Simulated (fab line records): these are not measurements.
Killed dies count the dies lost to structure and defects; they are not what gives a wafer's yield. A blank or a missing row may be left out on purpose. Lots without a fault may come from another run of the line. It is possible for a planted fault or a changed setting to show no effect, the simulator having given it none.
Which of the tools did it?    flow berkeley-cmos170    18 wafers sampled from 6 lots at 1 step of a route of 331

## WHAT THE GAUGES SHOWED, per wafer
UCB170_ACTIVE_OVL_MEAS_14.
lot   measured     on          ACTIVE_OVL (nm)
L270  day 4 19:37  overlay-01  2 0 -4
L273  day 5 03:08  overlay-01  5 1 3
L281  day 7 03:26  overlay-02  -1 6 -2
L285  day 7 10:58  overlay-01  2 15 9
L290  day 8 08:47  overlay-02  1 2 -4
L291  day 8 18:32  overlay-01  -11 -5 -7

## WHAT TOOL EACH LOT RAN ON (gives the tool, then ch and the chambers of the sampled wafers, and finally the start)
No process step before these readings appears in the record.

## THE ANSWER, worked out from the rows above alone
Rule: what is usual is taken from the lots themselves. The widest of any qualifying gaps counts: lots, ordered by their means at a reading, are off when they make up no more than a third of the lots, leave a main group of 4 or more, and stand apart from it by 3 or more times the standard deviation of that group's means. If all means in a main group match to the digits the tables above print for the reading, that group is not used. Also off: a lot with no number at a reading for which 4 or more lots have one. All remaining lots with rows at the step are treated as sound.
No lot is off on any of the readings shown, so nothing can be concluded from this.

## WHAT HAD BEEN PUT IN BY THE SIMULATOR
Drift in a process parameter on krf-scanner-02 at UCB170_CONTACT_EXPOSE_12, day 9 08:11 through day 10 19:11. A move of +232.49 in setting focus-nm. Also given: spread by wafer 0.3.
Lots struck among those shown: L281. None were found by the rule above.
